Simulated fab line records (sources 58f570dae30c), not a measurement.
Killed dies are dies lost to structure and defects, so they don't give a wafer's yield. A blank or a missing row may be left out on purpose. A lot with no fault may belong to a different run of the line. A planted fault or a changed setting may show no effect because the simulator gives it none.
fab line records :: flow berkeley_cmos170 :: part 2 of 2: steps 32 to 41 of 41
record:
  lots: 5
  wafers: 15
  last_day: 13
route steps=331 shown PFIELD@88 FIELD@89 SACOX@97 SCREENOX@100 NVT@104 PVT@115 GATE@125
lots untouched by any fault: they come from a run of this same line in which no faults occurred
start_h: start of the lot's first displayed wafer, in hours after the record's first day :: wait_h: hours since the lot's step before :: " identical to the entry in the row above :: L1.1+2: several wafers, shown together as one row :: - no value, or no start given :: * or withheld: withheld :: < > ~ a bound
route shown NAME@n: names a module that has steps shown in the file, with the first one's number in the route :: usual: mean/standard deviation taken from wafers without a fault :: same: alike in all rows :: chamber/n: place in a boat :: sites: the reading at each site :: _std_site: standard deviation of those values :: _edge_site: outer sites' mean less inner sites' :: radius_mm: how far each site lies from the wafer's centre :: mask NAME#n: copy n :: behind: the tool/chamber that last shaped the wafer :: hold: why the lot was held/for how many hours/how that ended :: device: the n, p or np transistor that did not switch :: end of line: the tests these same wafers got at the end of their route :: a step without rows: its recipe alone :: killed: dies that structure and defects cost at the first sort, which is not the same as the wafer's yield :: map: a wafer's dies, marking killed ones x, the rest . and places with no die _
set.NAME: the setting the step ran with; set.NAME@STEP: the setting that earlier step ran with :: model.NAME: the simulator's own value behind a step, which no gauge read
lots at selected steps of the route; one table per step, one row per wafer
services: the hour from which a tool's chamber was out of use, counted from the record's first day as start_h (under 0 if before that day), plus the number of hours and why
== steps ==
step: UCB170_PVT_PEB_04
recipe:
  peb_temp_c: 130
  peb_time_s: withheld
  resist: KrF
usual:
  chill_plate_temp_C: 23.01/0.1
lot.wafer: L077.3
tool: litho_track-03
chamber: 0
start_h: 163.87
wait_h: 0.1
chill_plate_temp_C: 23.04

lot.wafer: L077.5
tool: litho_track-03
chamber: 0
start_h: 163.87
wait_h: 0.1
chill_plate_temp_C: 23.05

lot.wafer: L077.6
tool: litho_track-03
chamber: 0
start_h: 163.87
wait_h: 0.1
chill_plate_temp_C: 23.05

lot.wafer: L083.2
tool: litho_track-01
chamber: 0
start_h: 204.91
wait_h: 0.4
chill_plate_temp_C: 23.14

lot.wafer: L083.4
tool: litho_track-01
chamber: 0
start_h: 204.91
wait_h: 0.4
chill_plate_temp_C: 22.96

lot.wafer: L083.5
tool: litho_track-01
chamber: 0
start_h: 204.91
wait_h: 0.4
chill_plate_temp_C: 23.12

lot.wafer: L085.3
tool: litho_track-03
chamber: 0
start_h: 225.95
wait_h: 0.4
chill_plate_temp_C: 22.88

lot.wafer: L085.4
tool: litho_track-03
chamber: 0
start_h: 225.95
wait_h: 0.4
chill_plate_temp_C: 23.01

lot.wafer: L085.5
tool: litho_track-03
chamber: 0
start_h: 225.95
wait_h: 0.4
chill_plate_temp_C: 22.86

lot.wafer: L089.4
tool: litho_track-03
chamber: 0
start_h: 237.29
wait_h: 0.1
chill_plate_temp_C: 22.68

lot.wafer: L089.5
tool: litho_track-03
chamber: 0
start_h: 237.29
wait_h: 0.1
chill_plate_temp_C: 22.85

lot.wafer: L089.6
tool: litho_track-03
chamber: 0
start_h: 237.29
wait_h: 0.1
chill_plate_temp_C: 22.82

lot.wafer: L088.1
tool: litho_track-02
chamber: 0
start_h: 237.33
wait_h: 0.1
chill_plate_temp_C: 23.13

lot.wafer: L088.3
tool: litho_track-02
chamber: 0
start_h: 237.33
wait_h: 0.1
chill_plate_temp_C: 23.09

lot.wafer: L088.6
tool: litho_track-02
chamber: 0
start_h: 237.33
wait_h: 0.1
chill_plate_temp_C: 23.20
step: UCB170_PVT_DEVELOP_05
recipe:
  developer: TMAH
  develop_time_s: 45
  resist: KrF
  dev_temp_c: 21
usual:
  chill_plate_temp_C: 23.02/0.11
lot.wafer: L077.3
tool: litho_track-03
chamber: 0
start_h: -
wait_h: -
chill_plate_temp_C: 22.89

lot.wafer: L077.5
tool: litho_track-03
chamber: 0
start_h: -
wait_h: -
chill_plate_temp_C: 23.03

lot.wafer: L077.6
tool: litho_track-03
chamber: 0
start_h: -
wait_h: -
chill_plate_temp_C: 23.14

lot.wafer: L083.2
tool: litho_track-01
chamber: 0
start_h: -
wait_h: -
chill_plate_temp_C: 22.90

lot.wafer: L083.4
tool: litho_track-01
chamber: 0
start_h: -
wait_h: -
chill_plate_temp_C: 23.01

lot.wafer: L083.5
tool: litho_track-01
chamber: 0
start_h: -
wait_h: -
chill_plate_temp_C: 22.99

lot.wafer: L085.3
tool: litho_track-03
chamber: 0
start_h: -
wait_h: -
chill_plate_temp_C: 23.12

lot.wafer: L085.4
tool: litho_track-03
chamber: 0
start_h: -
wait_h: -
chill_plate_temp_C: 23.13

lot.wafer: L085.5
tool: litho_track-03
chamber: 0
start_h: -
wait_h: -
chill_plate_temp_C: 23.21

lot.wafer: L089.4
tool: litho_track-03
chamber: 0
start_h: -
wait_h: -
chill_plate_temp_C: 23.02

lot.wafer: L089.5
tool: litho_track-03
chamber: 0
start_h: -
wait_h: -
chill_plate_temp_C: 23.08

lot.wafer: L089.6
tool: litho_track-03
chamber: 0
start_h: -
wait_h: -
chill_plate_temp_C: 22.99

lot.wafer: L088.1
tool: litho_track-02
chamber: 0
start_h: -
wait_h: -
chill_plate_temp_C: 22.91

lot.wafer: L088.3
tool: litho_track-02
chamber: 0
start_h: -
wait_h: -
chill_plate_temp_C: 22.94

lot.wafer: L088.6
tool: litho_track-02
chamber: 0
start_h: -
wait_h: -
chill_plate_temp_C: 22.83
step: UCB170_PVT_OVL_MEAS_06
usual:
  PVT_OVL: -5/6.2
lot.wafer: L077.3
tool: overlay-01
chamber: -
start_h: 164.10
wait_h: -
PVT_OVL[nm]: -5

lot.wafer: L077.5
tool: overlay-01
chamber: -
start_h: 164.10
wait_h: -
PVT_OVL[nm]: -3

lot.wafer: L077.6
tool: overlay-01
chamber: -
start_h: 164.10
wait_h: -
PVT_OVL[nm]: -12

lot.wafer: L083.2
tool: overlay-01
chamber: -
start_h: 205.17
wait_h: -
PVT_OVL[nm]: -4

lot.wafer: L083.4
tool: overlay-01
chamber: -
start_h: 205.17
wait_h: -
PVT_OVL[nm]: 1

lot.wafer: L083.5
tool: overlay-01
chamber: -
start_h: 205.17
wait_h: -
PVT_OVL[nm]: -5

lot.wafer: L085.3
tool: overlay-02
chamber: -
start_h: 226.18
wait_h: -
PVT_OVL[nm]: -4

lot.wafer: L085.4
tool: overlay-02
chamber: -
start_h: 226.18
wait_h: -
PVT_OVL[nm]: -13

lot.wafer: L085.5
tool: overlay-02
chamber: -
start_h: 226.18
wait_h: -
PVT_OVL[nm]: 0

lot.wafer: L089.4
tool: overlay-02
chamber: -
start_h: 237.51
wait_h: -
PVT_OVL[nm]: -8

lot.wafer: L089.5
tool: overlay-02
chamber: -
start_h: 237.51
wait_h: -
PVT_OVL[nm]: 0

lot.wafer: L089.6
tool: overlay-02
chamber: -
start_h: 237.51
wait_h: -
PVT_OVL[nm]: -7

lot.wafer: L088.1
tool: overlay-01
chamber: -
start_h: 237.61
wait_h: -
PVT_OVL[nm]: -6

lot.wafer: L088.3
tool: overlay-01
chamber: -
start_h: 237.61
wait_h: -
PVT_OVL[nm]: 2

lot.wafer: L088.6
tool: overlay-01
chamber: -
start_h: 237.61
wait_h: -
PVT_OVL[nm]: -12
step: UCB170_PVT_IMPLANT_07
recipe:
  species: P
  dose_cm2: 2e+12
  energy_kev: 30
  tilt_deg: 7
usual:
  faraday_current_uA: 6.36/0.12
  tilt_deg: 6.994/0.02
lot.wafer: L077.3
tool: implanter-02
chamber: 0
start_h: 164.18
wait_h: 0.1
faraday_current_uA: 6.46
tilt_deg: 6.993

lot.wafer: L077.5
tool: implanter-02
chamber: 0
start_h: 164.18
wait_h: 0.1
faraday_current_uA: 6.50
tilt_deg: 7.021

lot.wafer: L077.6
tool: implanter-02
chamber: 0
start_h: 164.18
wait_h: 0.1
faraday_current_uA: 6.57
tilt_deg: 7.014

lot.wafer: L083.2
tool: implanter-01
chamber: 0
start_h: 205.22
wait_h: 0.0
faraday_current_uA: 6.40
tilt_deg: 6.972

lot.wafer: L083.4
tool: implanter-01
chamber: 0
start_h: 205.22
wait_h: 0.0
faraday_current_uA: 6.50
tilt_deg: 7.023

lot.wafer: L083.5
tool: implanter-01
chamber: 0
start_h: 205.22
wait_h: 0.0
faraday_current_uA: 6.29
tilt_deg: 6.964

lot.wafer: L085.3
tool: implanter-02
chamber: 0
start_h: 226.26
wait_h: 0.1
faraday_current_uA: 6.24
tilt_deg: 6.978

lot.wafer: L085.4
tool: implanter-02
chamber: 0
start_h: 226.26
wait_h: 0.1
faraday_current_uA: 6.54
tilt_deg: 6.993

lot.wafer: L085.5
tool: implanter-02
chamber: 0
start_h: 226.26
wait_h: 0.1
faraday_current_uA: 6.36
tilt_deg: 6.958

lot.wafer: L089.4
tool: implanter-02
chamber: 0
start_h: 237.60
wait_h: 0.1
faraday_current_uA: 6.57
tilt_deg: 7.000

lot.wafer: L089.5
tool: implanter-02
chamber: 0
start_h: 237.60
wait_h: 0.1
faraday_current_uA: 6.47
tilt_deg: 7.020

lot.wafer: L089.6
tool: implanter-02
chamber: 0
start_h: 237.60
wait_h: 0.1
faraday_current_uA: 6.44
tilt_deg: 6.988

lot.wafer: L088.1
tool: implanter-04
chamber: 0
start_h: 237.64
wait_h: 0.0
faraday_current_uA: 6.11
tilt_deg: 6.993

lot.wafer: L088.3
tool: implanter-04
chamber: 0
start_h: 237.64
wait_h: 0.0
faraday_current_uA: 6.28
tilt_deg: 6.979

lot.wafer: L088.6
tool: implanter-04
chamber: 0
start_h: 237.64
wait_h: 0.0
faraday_current_uA: 6.39
tilt_deg: 6.975
step: UCB170_PVT_STRIP_08
recipe:
  chemistry: O2
  power_w: 400
  pressure_mtorr: 3500
  platen_temp_c: withheld
  o2_flow_sccm: 400
  overash_fraction: 0.5
usual:
  drypump_motor_current_A: 5.7/0.35
  oes_product_au: 0.734/0.0047
  strip_time_to_endpoint_s: 21.61/0.056
lot.wafer: L077.3
tool: plasma_asher-02
chamber: 0
start_h: 164.31
wait_h: 0.1
drypump_motor_current_A: 5.9
oes_product_au: 0.729
rf_hours_counter_h: -
strip_time_to_endpoint_s: 21.59

lot.wafer: L077.5
tool: plasma_asher-02
chamber: 0
start_h: 164.31
wait_h: 0.1
drypump_motor_current_A: 5.9
oes_product_au: 0.740
rf_hours_counter_h: -
strip_time_to_endpoint_s: 21.58

lot.wafer: L077.6
tool: plasma_asher-02
chamber: 1
start_h: 164.31
wait_h: 0.1
drypump_motor_current_A: 5.6
oes_product_au: 0.739
rf_hours_counter_h: -
strip_time_to_endpoint_s: 21.64

lot.wafer: L083.2
tool: plasma_asher-03
chamber: 0
start_h: 205.35
wait_h: 0.1
drypump_motor_current_A: 5.6
oes_product_au: 0.744
rf_hours_counter_h: 8
strip_time_to_endpoint_s: 21.62

lot.wafer: L083.4
tool: plasma_asher-03
chamber: 0
start_h: 205.35
wait_h: 0.1
drypump_motor_current_A: 5.6
oes_product_au: 0.733
rf_hours_counter_h: -
strip_time_to_endpoint_s: 21.63

lot.wafer: L083.5
tool: plasma_asher-03
chamber: 1
start_h: 205.35
wait_h: 0.1
drypump_motor_current_A: 6.4
oes_product_au: 0.731
rf_hours_counter_h: -
strip_time_to_endpoint_s: 21.69

lot.wafer: L085.3
tool: plasma_asher-04
chamber: 0
start_h: 226.39
wait_h: 0.1
drypump_motor_current_A: 5.4
oes_product_au: 0.727
rf_hours_counter_h: -
strip_time_to_endpoint_s: 21.55

lot.wafer: L085.4
tool: plasma_asher-04
chamber: 1
start_h: 226.39
wait_h: 0.1
drypump_motor_current_A: 5.5
oes_product_au: 0.734
rf_hours_counter_h: -
strip_time_to_endpoint_s: 21.59

lot.wafer: L085.5
tool: plasma_asher-04
chamber: 0
start_h: 226.39
wait_h: 0.1
drypump_motor_current_A: 5.4
oes_product_au: 0.732
rf_hours_counter_h: -
strip_time_to_endpoint_s: 21.61

lot.wafer: L089.4
tool: plasma_asher-02
chamber: 1
start_h: 237.71
wait_h: 0.1
drypump_motor_current_A: 5.7
oes_product_au: 0.738
rf_hours_counter_h: -
strip_time_to_endpoint_s: 21.50

lot.wafer: L089.5
tool: plasma_asher-02
chamber: 0
start_h: 237.71
wait_h: 0.1
drypump_motor_current_A: 5.9
oes_product_au: 0.738
rf_hours_counter_h: -
strip_time_to_endpoint_s: 21.50

lot.wafer: L089.6
tool: plasma_asher-02
chamber: 1
start_h: 237.71
wait_h: 0.1
drypump_motor_current_A: 5.6
oes_product_au: 0.737
rf_hours_counter_h: -
strip_time_to_endpoint_s: 21.50

lot.wafer: L088.1
tool: plasma_asher-03
chamber: 0
start_h: 237.79
wait_h: 0.1
drypump_motor_current_A: 5.6
oes_product_au: 0.738
rf_hours_counter_h: 11
strip_time_to_endpoint_s: 21.61

lot.wafer: L088.3
tool: plasma_asher-03
chamber: 0
start_h: 237.79
wait_h: 0.1
drypump_motor_current_A: 5.6
oes_product_au: 0.735
rf_hours_counter_h: -
strip_time_to_endpoint_s: 21.57

lot.wafer: L088.6
tool: plasma_asher-03
chamber: 1
start_h: 237.79
wait_h: 0.1
drypump_motor_current_A: 6.4
oes_product_au: 0.738
rf_hours_counter_h: -
strip_time_to_endpoint_s: 21.63
step: UCB170_PVT_TW_MEAS_09
usual:
  PVT_TW: 505/4.6
lot.wafer: L077.3
tool: film_metro-03
chamber: -
start_h: 164.40
wait_h: 0.1
PVT_TW: 502

lot.wafer: L077.5
tool: film_metro-03
chamber: -
start_h: 164.40
wait_h: 0.1
PVT_TW: 501

lot.wafer: L077.6
tool: film_metro-03
chamber: -
start_h: 164.40
wait_h: 0.1
PVT_TW: 501

lot.wafer: L083.2
tool: film_metro-01
chamber: -
start_h: 205.46
wait_h: 0.1
PVT_TW: 499

lot.wafer: L083.4
tool: film_metro-01
chamber: -
start_h: 205.46
wait_h: 0.1
PVT_TW: 500

lot.wafer: L083.5
tool: film_metro-01
chamber: -
start_h: 205.46
wait_h: 0.1
PVT_TW: 499

lot.wafer: L085.3
tool: film_metro-03
chamber: -
start_h: 226.48
wait_h: 0.1
PVT_TW: 499

lot.wafer: L085.4
tool: film_metro-03
chamber: -
start_h: 226.48
wait_h: 0.1
PVT_TW: 499

lot.wafer: L085.5
tool: film_metro-03
chamber: -
start_h: 226.48
wait_h: 0.1
PVT_TW: 501

lot.wafer: L089.4
tool: film_metro-03
chamber: -
start_h: 237.81
wait_h: 0.1
PVT_TW: 498

lot.wafer: L089.5
tool: film_metro-03
chamber: -
start_h: 237.81
wait_h: 0.1
PVT_TW: 499

lot.wafer: L089.6
tool: film_metro-03
chamber: -
start_h: 237.81
wait_h: 0.1
PVT_TW: 498

lot.wafer: L088.1
tool: film_metro-01
chamber: -
start_h: 237.89
wait_h: 0.1
PVT_TW: 504

lot.wafer: L088.3
tool: film_metro-01
chamber: -
start_h: 237.89
wait_h: 0.1
PVT_TW: 503

lot.wafer: L088.6
tool: film_metro-01
chamber: -
start_h: 237.89
wait_h: 0.1
PVT_TW: 504
step: UCB170_GATE_WET_ETCH_00
recipe:
  chemistry: dHF
  dilution: 25:1
  target: SiO2
  temp_c: 25
  time_s: 200
same:
  time_s: 200
lot.wafer: L077.3+5+6
tool: wet_bench-01
chamber: 3
start_h: 164.44
wait_h: 0.0

lot.wafer: L083.2+4+5
tool: wet_bench-02
chamber: 3
start_h: 205.52
wait_h: 0.0

lot.wafer: L085.3+4+5
tool: wet_bench-02
chamber: 1
start_h: 226.52
wait_h: 0.0

lot.wafer: L089.4+5+6
tool: wet_bench-02
chamber: 1
start_h: 237.84
wait_h: 0.0

lot.wafer: L088.1+3+6
tool: wet_bench-02
chamber: 1
start_h: 237.95
wait_h: 0.1
step: UCB170_FIELD_THK_MEAS_91
recipe:
  reads: SiO2_of_FIELD_OXIDATION_01
usual:
  FIELD_OXIDE_LEFT_2_THK: 349/12
lot.wafer: L077.3
tool: film_metro-01
chamber: -
start_h: 164.59
wait_h: 0.0
FIELD_OXIDE_LEFT_2_THK[nm]: 360

lot.wafer: L077.5
tool: film_metro-01
chamber: -
start_h: 164.59
wait_h: 0.0
FIELD_OXIDE_LEFT_2_THK[nm]: 353

lot.wafer: L077.6
tool: film_metro-01
chamber: -
start_h: 164.59
wait_h: 0.0
FIELD_OXIDE_LEFT_2_THK[nm]: 352

lot.wafer: L083.2
tool: film_metro-03
chamber: -
start_h: 205.59
wait_h: 0.0
FIELD_OXIDE_LEFT_2_THK[nm]: 343

lot.wafer: L083.4
tool: film_metro-03
chamber: -
start_h: 205.59
wait_h: 0.0
FIELD_OXIDE_LEFT_2_THK[nm]: 343

lot.wafer: L083.5
tool: film_metro-03
chamber: -
start_h: 205.59
wait_h: 0.0
FIELD_OXIDE_LEFT_2_THK[nm]: 359

lot.wafer: L085.3
tool: film_metro-03
chamber: -
start_h: 226.61
wait_h: 0.0
FIELD_OXIDE_LEFT_2_THK[nm]: 360

lot.wafer: L085.4
tool: film_metro-03
chamber: -
start_h: 226.61
wait_h: 0.0
FIELD_OXIDE_LEFT_2_THK[nm]: 366

lot.wafer: L085.5
tool: film_metro-03
chamber: -
start_h: 226.61
wait_h: 0.0
FIELD_OXIDE_LEFT_2_THK[nm]: 364

lot.wafer: L089.4
tool: film_metro-04
chamber: -
start_h: 237.94
wait_h: 0.0
FIELD_OXIDE_LEFT_2_THK[nm]: 359

lot.wafer: L089.5
tool: film_metro-04
chamber: -
start_h: 237.94
wait_h: 0.0
FIELD_OXIDE_LEFT_2_THK[nm]: 355

lot.wafer: L089.6
tool: film_metro-04
chamber: -
start_h: 237.94
wait_h: 0.0
FIELD_OXIDE_LEFT_2_THK[nm]: 367

lot.wafer: L088.1
tool: film_metro-03
chamber: -
start_h: 238.02
wait_h: 0.0
FIELD_OXIDE_LEFT_2_THK[nm]: 361

lot.wafer: L088.3
tool: film_metro-03
chamber: -
start_h: 238.02
wait_h: 0.0
FIELD_OXIDE_LEFT_2_THK[nm]: 353

lot.wafer: L088.6
tool: film_metro-03
chamber: -
start_h: 238.02
wait_h: 0.0
FIELD_OXIDE_LEFT_2_THK[nm]: 370
step: UCB170_GATE_OXIDATION_01
recipe:
  temp_c: 850
  ambient: O2
  target_thk_a: 66
  ox_time_s: 1800
usual:
  ox_temp_c_max: 853.0/0.75
lot.wafer: L077.3
tool: furnace-02
chamber: 0
start_h: 175.32
wait_h: 10.7
ox_temp_c_max: 852.2

lot.wafer: L077.5
tool: furnace-02
chamber: 0
start_h: 175.32
wait_h: 10.7
ox_temp_c_max: 852.9

lot.wafer: L077.6
tool: furnace-02
chamber: 0
start_h: 175.32
wait_h: 10.7
ox_temp_c_max: 853.3

lot.wafer: L083.2
tool: furnace-04
chamber: 0
start_h: 212.63
wait_h: 7.0
ox_temp_c_max: 852.5

lot.wafer: L083.4
tool: furnace-04
chamber: 0
start_h: 212.63
wait_h: 7.0
ox_temp_c_max: 853.1

lot.wafer: L083.5
tool: furnace-04
chamber: 0
start_h: 212.63
wait_h: 7.0
ox_temp_c_max: 851.2

lot.wafer: L085.3
tool: furnace-02
chamber: 0
start_h: 233.62
wait_h: 7.0
ox_temp_c_max: 853.4

lot.wafer: L085.4
tool: furnace-02
chamber: 0
start_h: 233.62
wait_h: 7.0
ox_temp_c_max: 853.4

lot.wafer: L085.5
tool: furnace-02
chamber: 0
start_h: 233.62
wait_h: 7.0
ox_temp_c_max: 852.7

lot.wafer: L088.1
tool: furnace-02
chamber: 0
start_h: 244.95
wait_h: 6.9
ox_temp_c_max: 852.7

lot.wafer: L088.3
tool: furnace-02
chamber: 0
start_h: 244.95
wait_h: 6.9
ox_temp_c_max: 854.5

lot.wafer: L088.6
tool: furnace-02
chamber: 0
start_h: 244.95
wait_h: 6.9
ox_temp_c_max: 853.1

lot.wafer: L089.4
tool: furnace-02
chamber: 0
start_h: 244.95
wait_h: 7.0
ox_temp_c_max: 854.3

lot.wafer: L089.5
tool: furnace-02
chamber: 0
start_h: 244.95
wait_h: 7.0
ox_temp_c_max: 853.9

lot.wafer: L089.6
tool: furnace-02
chamber: 0
start_h: 244.95
wait_h: 7.0
ox_temp_c_max: 853.4
step: UCB170_GATE_THK_MEAS_02
recipe:
  reads: SiO2_of_GATE_OXIDATION_01
usual:
  GATE_OXIDE_THK: 6.59/0.12
lot.wafer: L077.3
tool: film_metro-02
chamber: -
start_h: 176.90
wait_h: 0.1
GATE_OXIDE_THK[nm]: 6.59

lot.wafer: L077.5
tool: film_metro-02
chamber: -
start_h: 176.90
wait_h: 0.1
GATE_OXIDE_THK[nm]: 6.64

lot.wafer: L077.6
tool: film_metro-02
chamber: -
start_h: 176.90
wait_h: 0.1
GATE_OXIDE_THK[nm]: 6.50

lot.wafer: L083.2
tool: film_metro-02
chamber: -
start_h: 214.14
wait_h: 0.0
GATE_OXIDE_THK[nm]: 6.70

lot.wafer: L083.4
tool: film_metro-02
chamber: -
start_h: 214.14
wait_h: 0.0
GATE_OXIDE_THK[nm]: 6.66

lot.wafer: L083.5
tool: film_metro-02
chamber: -
start_h: 214.14
wait_h: 0.0
GATE_OXIDE_THK[nm]: 6.66

lot.wafer: L085.3
tool: film_metro-02
chamber: -
start_h: 235.18
wait_h: 0.1
GATE_OXIDE_THK[nm]: 6.63

lot.wafer: L085.4
tool: film_metro-02
chamber: -
start_h: 235.18
wait_h: 0.1
GATE_OXIDE_THK[nm]: 6.50

lot.wafer: L085.5
tool: film_metro-02
chamber: -
start_h: 235.18
wait_h: 0.1
GATE_OXIDE_THK[nm]: 6.60

lot.wafer: L088.1
tool: film_metro-02
chamber: -
start_h: 246.45
wait_h: 0.0
GATE_OXIDE_THK[nm]: 6.35

lot.wafer: L088.3
tool: film_metro-02
chamber: -
start_h: 246.45
wait_h: 0.0
GATE_OXIDE_THK[nm]: 6.37

lot.wafer: L088.6
tool: film_metro-02
chamber: -
start_h: 246.45
wait_h: 0.0
GATE_OXIDE_THK[nm]: 6.36

lot.wafer: L089.4
tool: film_metro-03
chamber: -
start_h: 246.48
wait_h: 0.0
GATE_OXIDE_THK[nm]: 6.60

lot.wafer: L089.5
tool: film_metro-03
chamber: -
start_h: 246.48
wait_h: 0.0
GATE_OXIDE_THK[nm]: 6.65

lot.wafer: L089.6
tool: film_metro-03
chamber: -
start_h: 246.48
wait_h: 0.0
GATE_OXIDE_THK[nm]: 6.59
== services ==
tool: implanter-04
chamber: -
start_h: 92.13
hours: 3.4
kind: pm

tool: krf_scanner-02
chamber: -
start_h: 104.75
hours: 0.5
kind: repair

tool: plasma_asher-03
chamber: -
start_h: 108.75
hours: 9.0
kind: pm

tool: furnace-02
chamber: -
start_h: 112.04
hours: 4.0
kind: pm

tool: krf_scanner-01
chamber: -
start_h: 115.42
hours: 1.3
kind: pm

tool: implanter-02
chamber: -
start_h: 116.57
hours: 2.0
kind: repair

tool: furnace-04
chamber: -
start_h: 124.78
hours: 4.4
kind: pm

tool: krf_scanner-01
chamber: -
start_h: 138.43
hours: 1.0
kind: pm

tool: krf_scanner-02
chamber: -
start_h: 145.73
hours: 0.5
kind: repair

tool: plasma_asher-02
chamber: -
start_h: 148.37
hours: 3.1
kind: repair

tool: implanter-04
chamber: -
start_h: 164.19
hours: 4.2
kind: repair

tool: krf_scanner-02
chamber: -
start_h: 177.54
hours: 1.3
kind: repair

tool: krf_scanner-01
chamber: -
start_h: 178.79
hours: 0.8
kind: pm

tool: krf_scanner-01
chamber: -
start_h: 179.25
hours: 0.5
kind: repair

tool: krf_scanner-02
chamber: -
start_h: 181.42
hours: 1.0
kind: pm

tool: krf_scanner-02
chamber: -
start_h: 183.71
hours: 1.3
kind: pm

tool: wet_bench-01
chamber: -
start_h: 197.07
hours: 4.4
kind: pm

tool: implanter-02
chamber: -
start_h: 206.44
hours: 1.6
kind: repair

tool: krf_scanner-02
chamber: -
start_h: 209.82
hours: 4.0
kind: pm

tool: krf_scanner-02
chamber: -
start_h: 217.68
hours: 0.1
kind: repair

tool: krf_scanner-02
chamber: -
start_h: 229.65
hours: 0.8
kind: pm

tool: krf_scanner-01
chamber: -
start_h: 231.31
hours: 4.4
kind: pm

tool: wet_bench-03
chamber: -
start_h: 233.16
hours: 1.4
kind: repair

tool: wet_bench-01
chamber: -
start_h: 235.50
hours: 36.9
kind: pm
